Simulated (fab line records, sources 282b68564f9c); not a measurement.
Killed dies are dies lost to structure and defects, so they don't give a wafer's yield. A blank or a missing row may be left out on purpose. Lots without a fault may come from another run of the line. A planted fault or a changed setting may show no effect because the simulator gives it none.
Split-lot experiment | flow rit_cmos | 5 lots, 23 wafers read, on a route of 202 steps

THE SPLIT
At RIT_ACTIVE_CVD_03 (deposits Si3N4 from SiH2Cl2/NH3, target thk 150 nm, time 1500 s), the setting pressure_mtorr was moved away from the recipe's 300 mTorr on 15 of the 23 wafers read, by +9.7% to +14.9%. The other wafers ran this setting at the recipe's value.

The file shows no step between the split and the reading.

THE READING
ACTIVE_NITRIDE_THK, in nm, at RIT_ACTIVE_THK_MEAS_04. Fault-free wafers of this fab line usually give 150.5 nm, standard deviation 1.4 nm.

wafer  | tool, chamber at the split | pressure_mtorr as run, mTorr | against the recipe | ACTIVE_NITRIDE_THK, nm | against lot-mates on the recipe
L078.1 | -, -                       | 329                          | +9.7%              | 155.0                  | no lot-mate on the recipe
L078.2 | -, -                       | 329                          | +9.7%              | 153.6                  | no lot-mate on the recipe
L078.3 | -, -                       | 329                          | +9.7%              | 154.5                  | no lot-mate on the recipe
L078.4 | -, -                       | 329                          | +9.7%              | 154.5                  | no lot-mate on the recipe
L078.6 | -, -                       | 329                          | +9.7%              | 154.4                  | no lot-mate on the recipe
L080.1 | -, -                       | 344.6                        | +14.9%             | 156.0                  | no lot-mate on the recipe
L080.2 | -, -                       | 344.6                        | +14.9%             | 155.6                  | no lot-mate on the recipe
L080.3 | -, -                       | 344.6                        | +14.9%             | 156.4                  | no lot-mate on the recipe
L080.4 | -, -                       | 344.6                        | +14.9%             | 156.3                  | no lot-mate on the recipe
L080.5 | -, -                       | 344.6                        | +14.9%             | 156.2                  | no lot-mate on the recipe
L081.1 | -, -                       | 300                          | recipe             | 149.1                  | -
L081.2 | -, -                       | 300                          | recipe             | 148.3                  | -
L081.4 | -, -                       | 300                          | recipe             | 148.5                  | -
L081.5 | -, -                       | 300                          | recipe             | 147.7                  | -
L081.6 | -, -                       | 300                          | recipe             | 148.2                  | -
L082.1 | -, -                       | 334.8                        | +11.6%             | 153.6                  | no lot-mate on the recipe
L082.2 | -, -                       | 334.8                        | +11.6%             | 154.8                  | no lot-mate on the recipe
L082.3 | -, -                       | 334.8                        | +11.6%             | 153.8                  | no lot-mate on the recipe
L082.4 | -, -                       | 334.8                        | +11.6%             | 154.2                  | no lot-mate on the recipe
L082.5 | -, -                       | 334.8                        | +11.6%             | 155.1                  | no lot-mate on the recipe
L085.3 | lpcvd-01, 1                | 300                          | recipe             | 148.2                  | -
L085.5 | lpcvd-01, 1                | 300                          | recipe             | 150.5                  | -
L085.6 | lpcvd-01, 1                | 300                          | recipe             | 148.7                  | -

THE FIT
A straight line over all 23 wafers: ACTIVE_NITRIDE_THK changes by +0.507 nm for each +1% of pressure_mtorr; r = +0.97; the points scatter about the line by 0.75 nm.
Too few moved wafers have a lot-mate on the recipe to fit a line with each lot's own level taken away.

THE WHOLE CHAIN: every reading that the file lists as answering this split, in the file's order
step                   | what it does                                                        | reading                                                                        | change (the file's fit)               | r (the file's)
RIT_ACTIVE_CVD_03      | deposits Si3N4 from SiH2Cl2/NH3, target thk 150 nm, time 1500 s     | Si3N4_of_ACTIVE_CVD_03.thk_nm (the simulator's own value, which no gauge read) | +0.505 nm for each +1% of the setting | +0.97
RIT_ACTIVE_THK_MEAS_04 |                                                                     | ACTIVE_NITRIDE_THK                                                             | +0.508 for each +1% of the setting    | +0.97
RIT_ACTIVE_ETCH_13     | etches Si3N4 in SF6, stops on SiO2, time 210 s, target depth 210 nm | etch.depth_nm (the simulator's own value, which no gauge read)                 | +0.512 nm for each +1% of the setting | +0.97
RIT_ACTIVE_CLEAN_16    | cleans in dHF, time 30 s                                            | Si3N4_of_ACTIVE_CVD_03.thk_nm (the simulator's own value, which no gauge read) | +0.504 nm for each +1% of the setting | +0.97
RIT_FOX1_OXIDATION_00  | target thk 350.7 nm, ox time 1130 s                                 | Si3N4_of_ACTIVE_CVD_03.thk_nm (the simulator's own value, which no gauge read) | +0.517 nm for each +1% of the setting | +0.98

THE FILE'S OWN FIT
ACTIVE_NITRIDE_THK changes by +0.508 nm for each +1% of pressure_mtorr, r = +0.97.
